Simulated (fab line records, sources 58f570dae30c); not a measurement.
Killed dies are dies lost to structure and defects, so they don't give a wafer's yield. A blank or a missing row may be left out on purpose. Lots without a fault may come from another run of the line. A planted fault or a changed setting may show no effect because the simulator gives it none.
Which tool did it? | flow berkeley_cmos170 | 7 lots, 21 wafers sampled, at 1 step of a route of 331

WHAT THE GAUGES READ, wafer by wafer
UCB170_NWELL_OVL_MEAS_12.
lot  | measured    | on         | NWELL_OVL (nm)
L840 | day 2 23:29 | overlay-02 | 5 -3 2
L841 | day 3 10:33 | overlay-02 | -10 -9 -12
L844 | day 3 22:50 | overlay-01 | 0 -1 7
L850 | day 5 06:03 | overlay-02 | -1 -5 1
L854 | day 6 07:32 | overlay-01 | -4 -9 -2
L858 | day 6 20:59 | overlay-02 | -11 -9 -6
L859 | day 7 07:55 | overlay-02 | 4 0 1

WHICH TOOL RAN EACH LOT (tool, then ch and the chambers of the sampled wafers, then the start)
The record holds no process step before these readings.

THE ANSWER, worked out from the rows above alone
Rule: what is usual is taken from the lots themselves. Put in order of their means at a reading, lots are off if they are a third of the lots or fewer, leave a main group of 4 or more, and stand apart from it by a gap of 3 or more times the standard deviation of the main group's means; of several such gaps the widest counts. A main group whose means are all the same, to the digits that the tables above print for the reading, isn't used. A lot without any number at a reading at which 4 lots or more have one is off too. The other lots that the step has rows for count as sound.
No lot is off at any reading shown: from this, nothing can be told.

WHAT THE SIMULATOR HAD PUT IN
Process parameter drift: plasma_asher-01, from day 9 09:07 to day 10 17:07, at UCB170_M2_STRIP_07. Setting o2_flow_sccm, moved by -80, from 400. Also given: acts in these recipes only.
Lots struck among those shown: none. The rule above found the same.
